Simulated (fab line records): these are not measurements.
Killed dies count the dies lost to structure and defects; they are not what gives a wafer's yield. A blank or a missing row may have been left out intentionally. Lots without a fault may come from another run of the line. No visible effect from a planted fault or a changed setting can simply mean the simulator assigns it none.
8D (eight disciplines) problem report, filled in by code || flow rit_cmos || the parts of the form that need people (team, actions taken, sign-off) are left out

== 1. PROBLEM STATEMENT ==
At RIT_SDANNEAL_RTA_03, ramp_down_c_per_s averages 34.19 over 6 wafers from 2 lots, while fault-free wafers read 171.00, standard deviation 0.029. So: -99 or more standard deviations from the usual mean.
The step: time 5 s.
Seen first at day 5 23:54 on rtp_anneal-01, wafer L966.1. The record has a number at this step for 18 wafers belonging to 6 lots. The rule behind "out" and "out of limits": a value lying over 4 standard deviations away from the usual mean. Any other wafer with a number is counted as sound.

== 2. WHAT IT IS AND WHAT IT IS NOT ==
{"question": "which readings at this step", "is": "ramp_down_c_per_s", "is not": "wafer_temp_C_max"}
{"question": "which lots", "is": "L966, L968", "is not": "L954, L955, L971, L973"}
{"question": "which wafers of those lots", "is": "all that have a number", "is not": "-"}
{"question": "read on which tools", "is": "rtp_anneal-01", "is not": "rtp_anneal-02"}
{"question": "when", "is": "from day 5 23:54", "is not": "up to then (6 sound wafers); but 6 sound wafers of L971, L973 came after"}

== 3. WHAT RULES OUT EACH SUSPECT ==
Counting: any tool at a process step up to the reading is kept as a suspect provided that every lot that is out went through it and no sound lot did after the first of them.
- rtp_anneal-01 at RIT_SDANNEAL_RTA_03 (time 5 s): kept. Every lot that is out went through it, starting with L966 (day 5 23:54), and after that it ran no sound lot; the last sound lot it ran before then is L954 (day 3 11:38). Its own readings are out on those wafers: ramp_down_c_per_s.
After counting, what remains is rtp_anneal-01 at RIT_SDANNEAL_RTA_03.

== 4. THE CAUSE (what the simulator had put in) ==
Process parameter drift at RIT_SDANNEAL_RTA_03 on rtp_anneal-01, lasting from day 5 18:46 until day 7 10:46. The setting ramp_down_c_per_s was moved by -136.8, starting from 171.
The count eliminated every tool but this one.

== 5. SEQUENCE OF EFFECTS, ordered by route ==
Each row: a reading where the mean over the struck wafers with a number is more than 3 standard deviations away from the usual. Only readings whose record carries a usual standard deviation are examined. hours: median over the lots of the time between each lot's start at the first step of this table that gives one and its start at this step. sigmas: the change, counted in usual standard deviations.
{"hours": 0, "step": "RIT_SDANNEAL_RTA_03", "reading": "ramp_down_c_per_s", "usual": 171.00, "on struck wafers": 34.19, "change": -136.81, "sigmas": "-99 or more"}
Process steps it contains:
- RIT_SDANNEAL_RTA_03: time 5 s.
Later steps that measure or inspect, where all struck wafers having a row at the step show a number for every such reading and not one has moved that far: RIT_SDANNEAL_RS_MEAS_04.

== 6. HOW IT WOULD HAVE BEEN CAUGHT EARLIER ==
In this record the first reading out of limits was taken at day 5 23:54, 5 hours after the fault began at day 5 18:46.
